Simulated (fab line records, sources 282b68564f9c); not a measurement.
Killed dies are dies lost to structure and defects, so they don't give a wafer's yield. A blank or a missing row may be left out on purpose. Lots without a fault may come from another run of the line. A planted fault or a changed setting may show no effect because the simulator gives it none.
A struck lot beside a sound one | flow rit_cmos | 14 steps out of a route of 202
Sound: wafers L281.2, L281.3, L281.4. Struck: wafers L291.1, L291.2, L291.5. The cause comes at the end.
At each step with rows: each side's tool, then ch and its chambers, then its first start. Under that, the readings that differ: sound wafers | struck wafers | difference of the means | sigmas: that difference in standard deviations of wafers without a fault.
alike: readings whose means differ by less than 2 such deviations, and words and numbers that are the same on both sides. not compared: withheld readings, readings that some wafer has no value for, bounds like >300 that may hide the same value, and numbers for which the record gives no deviation and whose values overlap.
The two part at a step that has a row with sigmas, a row that says differs or no value, or rows on one side only. Numbers that don't overlap but have no deviation are shown without sigmas and don't part them. A reading that every wafer of one side lacks parts them only if that side has two wafers or more.

RIT_CONTACT_CVD_00: deposits SiO2 from TEOS, target thk 400 nm, time 61 s.
  sound on pecvd-02 ch 1,2, day 4 20:42; struck on pecvd-04 ch 0,2, day 6 23:33
  alike: heater_power_w
RIT_CONTACT_THK_MEAS_01:
  sound on film_metro-03, day 4 20:46; struck on film_metro-04, day 6 23:36
  alike: CONTACT_TEOS_THK
then, 6 steps without rows for these wafers: RIT_CONTACT_HMDS_02 (prime time 60 s); RIT_CONTACT_COAT_03 (resist thk 1000 nm); RIT_CONTACT_SOFTBAKE_04 (time 60 s); RIT_CONTACT_EXPOSE_05 (exposes mask M11, target cd 1000 nm); RIT_CONTACT_PEB_06; RIT_CONTACT_DEVELOP_07 (develop time 121.9 s).
RIT_CONTACT_CD_MEAS_08: target cd 1000 nm.
  sound on cd_sem-02, day 4 21:55; struck on cd_sem-01, day 7 00:45
  alike: cd_nm
RIT_CONTACT_OVL_MEAS_09:
  sound on overlay-02, day 4 22:02; struck on overlay-01, day 7 00:52
  alike: CONTACT_OVL
then, 1 step without rows for these wafers: RIT_CONTACT_HARDBAKE_10 (time 60 s).
RIT_CONTACT_ETCH_11: etches SiO2 in CHF3/CF4/Ar, stops on TiSi2, target depth 480 nm, time 320 s.
  sound on rie_diel-04 ch 1,3, day 4 22:13; struck on rie_diel-04 ch 0,3, day 7 01:04
  alike: drypump_motor_current_A, oes_product_au, throttle_valve_pct
  not compared: rf_hours_counter_h
RIT_CONTACT_STRIP_12: strips in O2, time 180 s.
  sound on plasma_asher-01 ch 0,1, day 4 22:25; struck on plasma_asher-04 ch 0,1, day 7 01:15
  no value came back on the struck wafers for chamber_pressure_mTorr (mTorr), drypump_motor_current_A (A); on the sound wafers chamber_pressure_mTorr (mTorr) reads 4002 4003 4005
  reading                                      | sound | struck            | difference | sigmas
  model.NOVOLAK_of_CONTACT_COAT_03.thk_nm (nm) | 0 0 0 | 763.1 768.5 763.4 | +765.0     |
  not compared: rf_hours_counter_h
RIT_CONTACT_CD_MEAS_90: target cd 1000 nm.
  sound on cd_sem-02, day 4 22:36; struck on cd_sem-01, day 7 01:26
  alike: cd_nm

WHERE THEY PART
Only at RIT_CONTACT_STRIP_12, within this record. Later steps at which nothing parts them and some readings are alike: RIT_CONTACT_CD_MEAS_90.

WHY: what the simulator had put in
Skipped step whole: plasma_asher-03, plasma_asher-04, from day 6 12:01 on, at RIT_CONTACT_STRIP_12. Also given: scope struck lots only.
